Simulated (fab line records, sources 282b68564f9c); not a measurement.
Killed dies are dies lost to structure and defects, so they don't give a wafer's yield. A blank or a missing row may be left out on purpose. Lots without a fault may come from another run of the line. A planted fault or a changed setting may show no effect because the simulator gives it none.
Chamber matching | flow rit_cmos | RIT_GATE_ETCH_19 on rie_si-02: 4 sister chambers
The step etches poly-Si in SF6/CHF3/O2, stops on SiO2, time 165 s, target depth 312.5 nm. 4 wafers are shown with their chamber, then 8 later ones without.

WAFERS WITH THEIR CHAMBER
wafer  | chamber | drypump_motor_current_A (A)
L997.2 | 1       | 5.5
L997.6 | 3       | 4.9
L999.1 | 0       | 5.6
L999.3 | 2       | 6.0

WAFERS WITHOUT THEIR CHAMBER
wafer  | drypump_motor_current_A (A)
L999.4 | 5.5
L100.3 | 6.0
L107.1 | 5.5
L107.2 | 4.9
L107.5 | 5.5
L109.2 | 6.1
L109.4 | 4.9
L109.5 | 6.0

WHICH CHAMBER EACH WENT THROUGH
wafer  | from the rows above | in truth
L999.4 | 1                   | 1
L100.3 | 2                   | 2
L107.1 | 1                   | 1
L107.2 | 3                   | 3
L107.5 | 1                   | 1
L109.2 | 2                   | 2
L109.4 | 3                   | 3
L109.5 | 2                   | 2
Placed correctly: 8 of 8. Can't be placed from these rows: 0. Placed wrongly: 0.
How it was worked out, from the rows above alone: a wafer's distance from a chamber is the root of the sum, over the readings, of the square of ((its reading less the chamber's mean) divided by the reading's scatter). The wafer belongs to the nearest chamber; if the next one is less than 2 further off, it can't be placed. A chamber's mean is the mean of its shown wafers. The scatter: with one shown wafer a chamber, the root of the mean of the squares of how far each hidden wafer lies from its nearest shown one.
